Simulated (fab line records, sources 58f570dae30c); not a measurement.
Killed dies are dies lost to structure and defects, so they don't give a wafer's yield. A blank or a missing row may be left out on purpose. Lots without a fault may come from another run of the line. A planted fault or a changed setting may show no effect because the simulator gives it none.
One fault seen from 2 desks | flow berkeley_cmos170 | each desk has only its own numbers; what lay behind them comes last

THE TOOL OWNER'S DESK: implanter-01
The tool's own readings at UCB170_NLDD_IMPLANT_08: means of the sampled wafers that have a number, for each lot that ran on this tool. A lot is out of limits, marked OUT, if its mean lies more than 4 standard deviations from the usual mean; the brackets give that distance.
Columns: A = dose_ions_cm2 at UCB170_NLDD_IMPLANT_08, usual 5.001e+13; B = faraday_current_uA at UCB170_NLDD_IMPLANT_08, usual 159
lot  | first seen here | A                           | B
L154 | day 8 04:23     | 5.000e+13                   | 161
L153 | day 8 04:56     | 4.994e+13                   | 160
L157 | day 8 20:32     | 5.005e+13                   | 154
L156 | day 8 21:10     | 5.002e+13                   | 159
L160 | day 9 17:23     | 4.996e+13                   | 158
L159 | day 9 18:00     | 5.002e+13                   | 158
L162 | day 9 23:11     | 4.999e+13                   | 160
L164 | day 10 16:20    | 4.408e+13 (-99 or more) OUT | 139 (-6.1) OUT
L169 | day 12 08:11    | 4.416e+13 (-99 or more) OUT | 140 (-5.7) OUT
This desk's finding: out of limits on L164, L169; first on L164, day 10 16:20 (dose_ions_cm2 at UCB170_NLDD_IMPLANT_08). In limits: L154, L153, L157, L156, L160, L159, L162.

THE METROLOGY DESK
What the gauges read, lot by lot, whatever tool the lot ran on: means of the sampled wafers that have a number. A lot is out of limits, marked OUT, if its mean lies more than 4 standard deviations from the usual mean; the brackets give that distance.
Columns: A = ACTIVE_OXIDE_THK at UCB170_ACTIVE_THK_MEAS_03, usual 26.3 nm; B = FIELD_OXIDE_LEFT_2_THK at UCB170_FIELD_THK_MEAS_91, usual 353 nm; C = NLDD_RS at UCB170_SDANNEAL_RS_MEAS_05, usual 616.3 ohm/sq
lot  | first seen here | A    | B   | C
L149 | day 4 06:21     | 25.9 | 356 | 616.1
L151 | day 4 20:32     | 25.7 | 365 | 615.3
L152 | day 5 04:23     | 26.3 | 367 | 616.5
L153 | day 5 04:23     | 26.3 | 365 | 615.5
L154 | day 5 04:23     | 26.6 | 372 | 617.5
L157 | day 6 06:06     | 26.9 | 345 | 615.8
L156 | day 6 06:07     | 26.5 | 369 | 617.6
L158 | day 6 11:53     | 26.0 | 363 | 616.2
L159 | day 6 16:05     | 25.3 | 356 | 617.6
L160 | day 6 16:07     | 25.1 | 348 | 616.3
L162 | day 7 04:10     | 26.5 | 353 | 614.2
L164 | day 7 14:31     | 26.4 | 372 | 644.1 (+17) OUT
L169 | day 9 02:28     | 26.2 | 345 | 641.9 (+16) OUT
L171 | day 9 09:20     | 26.2 | 350 | 616.7
This desk's finding: out of limits on L164, L169; first on L164, day 11 07:14 (NLDD_RS at UCB170_SDANNEAL_RS_MEAS_05). In limits: L149, L151, L152, L153, L154, L157, L156, L158, L159, L160, L162, L171.

PUT TOGETHER
The tool owner's desk could have raised an alarm at day 10 16:20, on L164, L169.
The metrology desk could have raised an alarm at day 11 07:14, on L164, L169.
Of the lots named, all ran UCB170_NLDD_IMPLANT_08 on implanter-01.

WHAT THE SIMULATOR HAD PUT IN
Process parameter drift: implanter-01, from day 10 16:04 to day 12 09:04, at UCB170_NLDD_IMPLANT_08. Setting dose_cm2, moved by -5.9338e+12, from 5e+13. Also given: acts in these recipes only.
Lots struck among those shown: L164, L169.
Hours from the fault's start to each desk's first reading out of limits: the tool owner's desk, 0; the metrology desk, 15.
